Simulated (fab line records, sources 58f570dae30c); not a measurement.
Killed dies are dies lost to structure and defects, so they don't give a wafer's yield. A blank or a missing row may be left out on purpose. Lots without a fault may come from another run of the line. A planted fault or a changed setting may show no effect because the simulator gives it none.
Which tool did it? | flow berkeley_cmos170 | 14 lots, 42 wafers sampled, at 5 steps of a route of 331

WHAT THE GAUGES READ, wafer by wafer
UCB170_NWELL_TW_MEAS_16. Usual: NWELL_TW 1251, standard deviation 9.3.
lot  | measured    | on            | NWELL_TW       | flag
L958 | day 2 02:34 | film_metro-03 | 1245 1249 1240 |
L959 | day 2 10:40 | film_metro-01 | 1258 1251 1255 |
L960 | day 2 17:01 | film_metro-03 | 1239 1231 1234 |
L961 | day 2 23:26 | film_metro-01 | 1256 1256 1264 |
L962 | day 3 01:03 | film_metro-02 | 1236 1243 1250 |
L963 | day 3 05:36 | film_metro-02 | 1257 1247 1252 |
L964 | day 3 13:28 | film_metro-02 | 1253 1247 1247 |
L965 | day 3 16:40 | film_metro-03 | 1231 1252 1244 |
L968 | day 4 10:58 | film_metro-01 | 1253 1256 1254 |
L971 | day 5 04:01 | film_metro-02 | 1243 1244 1232 |
L973 | day 5 17:02 | film_metro-01 | 1262 1259 1263 |
L974 | day 5 21:28 | film_metro-02 | 1242 1236 1242 |
L975 | day 6 02:31 | film_metro-01 | 1267 1271 1260 |
L980 | day 7 03:18 | film_metro-02 | 1252 1255 1257 |

UCB170_ACTIVE_OVL_MEAS_14. Usual: ACTIVE_OVL 0 nm, standard deviation 5.3.
lot  | measured    | on         | ACTIVE_OVL (nm) | flag
L958 | day 4 01:41 | overlay-02 | 4 -5 0          |
L959 | day 4 09:52 | overlay-02 | -11 3 -10       |
L960 | day 4 16:16 | overlay-02 | 2 8 -4          |
L961 | day 4 23:44 | overlay-01 | 9 -2 3          |
L962 | day 5 00:06 | overlay-01 | 2 3 0           |
L963 | day 5 06:23 | overlay-02 | 5 -7 -3         |
L964 | day 5 19:24 | overlay-01 | 2 0 -1          |
L965 | day 6 00:05 | overlay-02 | 5 -3 -5         |
L968 | day 6 08:13 | overlay-01 | 238 238 231     | OFF
L971 | day 7 10:00 | overlay-01 | 229 240 228     | OFF
L973 | day 7 19:13 | overlay-02 | 235 249 239     | OFF
L974 | day 7 19:39 | overlay-02 | 231 239 234     | OFF
L975 | day 8 00:32 | overlay-01 | -6 -9 -8        |
L980 | day 8 19:48 | overlay-01 | 5 3 -2          |

UCB170_FIELD_THK_MEAS_90. Usual: FIELD_OXIDE_LEFT_1_THK 444 nm, standard deviation 9.3.
lot  | measured    | on            | FIELD_OXIDE_LEFT_1_THK (nm) | flag
L958 | day 4 22:54 | film_metro-03 | 443 451 459                 |
L959 | day 5 02:20 | film_metro-03 | 460 458 451                 |
L960 | day 5 11:53 | film_metro-03 | 457 441 453                 |
L961 | day 5 19:57 | film_metro-01 | 444 452 445                 |
L962 | day 5 19:58 | film_metro-03 | 445 442 445                 |
L963 | day 5 23:56 | film_metro-03 | 450 447 444                 |
L964 | day 6 12:59 | film_metro-01 | 432 431 437                 |
L965 | day 6 17:48 | film_metro-04 | 450 444 439                 |
L968 | day 7 01:29 | film_metro-04 | 429 432 430                 |
L971 | day 8 01:34 | film_metro-04 | 449 448 443                 |
L973 | day 8 11:10 | film_metro-03 | 457 446 436                 |
L974 | day 8 11:10 | film_metro-04 | 467 472 464                 |
L975 | day 8 17:29 | film_metro-03 | 451 444 448                 |
L980 | day 9 13:21 | film_metro-04 | 429 429 422                 |

UCB170_NVT_OVL_MEAS_06. Usual: NVT_OVL -1 nm, standard deviation 5.7.
lot  | measured    | on         | NVT_OVL (nm) | flag
L958 | day 5 18:55 | overlay-02 | -8 -1 2      |
L959 | day 5 18:47 | overlay-01 | 4 6 3        |
L960 | day 6 01:54 | overlay-01 | -4 -1 4      |
L961 | day 6 11:44 | overlay-01 | -6 5 0       |
L962 | day 6 12:01 | overlay-02 | -6 2 -3      |
L963 | day 6 19:28 | overlay-02 | -3 -11 -6    |
L964 | day 7 10:53 | overlay-01 | 8 -3 2       |
L965 | day 7 10:40 | overlay-02 | -5 -8 -6     |
L968 | day 7 17:19 | overlay-01 | 3 3 -1       |
L971 | day 8 13:10 | overlay-02 | 1 -3 1       |
L973 | day 8 23:16 | overlay-02 | 7 -4 -3      |
L974 | day 8 23:17 | overlay-01 | -6 -9 2      |
L975 | day 9 06:22 | overlay-01 | -1 3 2       |
L980 | day 9 23:59 | overlay-02 | -8 -6 -3     |

WHICH TOOL RAN EACH LOT (tool, then ch and the chambers of the sampled wafers, then the start)
lot  | UCB170_ACTIVE_EXPOSE_10
L958 | krf_scanner-01 ch 0, day 4 01:11
L959 | krf_scanner-02 ch 0, day 4 09:19
L960 | krf_scanner-02 ch 0, day 4 15:46
L961 | krf_scanner-02 ch 0, day 4 23:13
L962 | krf_scanner-01 ch 0, day 4 23:37
L963 | krf_scanner-02 ch 0, day 5 05:53
L964 | krf_scanner-01 ch 0, day 5 18:53
L965 | krf_scanner-02 ch 0, day 5 23:35
L968 | krf_scanner-02 ch 0, day 6 07:43
L971 | krf_scanner-02 ch 0, day 7 09:01
L973 | krf_scanner-02 ch 0, day 7 18:42
L974 | krf_scanner-02 ch 0, day 7 18:49
L975 | krf_scanner-01 ch 0, day 8 00:02
L980 | krf_scanner-01 ch 0, day 8 18:44
- UCB170_ACTIVE_EXPOSE_10: exposes mask ACTIVE, target cd 1200 nm.

WHAT THE TOOLS THEMSELVES READ (means of the sampled wafers that have a number; where no wafer has one, the mark that the record gives instead)
UCB170_ACTIVE_EXPOSE_10. Usual: exposure_dose_mJ_cm2 20.061, standard deviation 0.02; focus_offset_nm 0.0 nm, standard deviation 0.49.
lot  | tool           | exposure_dose_mJ_cm2 | focus_offset_nm (nm) | flag
L958 | krf_scanner-01 | 20.083               | -0.2                 |
L959 | krf_scanner-02 | 20.072               | 0.6                  |
L960 | krf_scanner-02 | 20.069               | 0.0                  |
L961 | krf_scanner-02 | 20.078               | -0.3                 |
L962 | krf_scanner-01 | 20.072               | 0.4                  |
L963 | krf_scanner-02 | 20.042               | -0.3                 |
L964 | krf_scanner-01 | 20.072               | -0.4                 |
L965 | krf_scanner-02 | 20.044               | 0.2                  |
L968 | krf_scanner-02 | 20.060               | -0.3                 |
L971 | krf_scanner-02 | 20.059               | 0.9                  |
L973 | krf_scanner-02 | 20.058               | -0.6                 |
L974 | krf_scanner-02 | 20.053               | -0.5                 |
L975 | krf_scanner-01 | 20.032               | 0.4                  |
L980 | krf_scanner-01 | 20.059               | 0.0                  |

THE ANSWER, worked out from the rows above alone
Rule: a lot is off if the mean of its wafers that have a number lies more than 3 standard deviations from the usual mean. A lot without any number at a reading at which 4 lots or more have one is off too. The other lots that the step has rows for count as sound. The gauges are gone through in route order, then the tools' own readings, and for those a lot's mean is taken as printed above. The first step at which some lot is off is used, and at that step the reading that is off furthest; a lot without a number counts as furthest.
Off: L968, L971, L973, L974, at UCB170_ACTIVE_OVL_MEAS_14 (ACTIVE_OVL).
A tool fits if, at a process step before that reading, it ran every lot that is off, and no sound lot after the first of them. The gauges at UCB170_ACTIVE_OVL_MEAS_14 are tried like those tools. One fits: krf_scanner-02 at UCB170_ACTIVE_EXPOSE_10. Its last sound lot is L965 (day 5 23:35), its first lot that is off L968 (day 6 07:43): a fault that began between those two fits.

WHAT THE SIMULATOR HAD PUT IN
Scanner matching overlay: krf_scanner-02, from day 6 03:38 on, at UCB170_ACTIVE_EXPOSE_10. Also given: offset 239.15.
Lots struck among those shown: L968, L971, L973, L974. The rule above found the same.
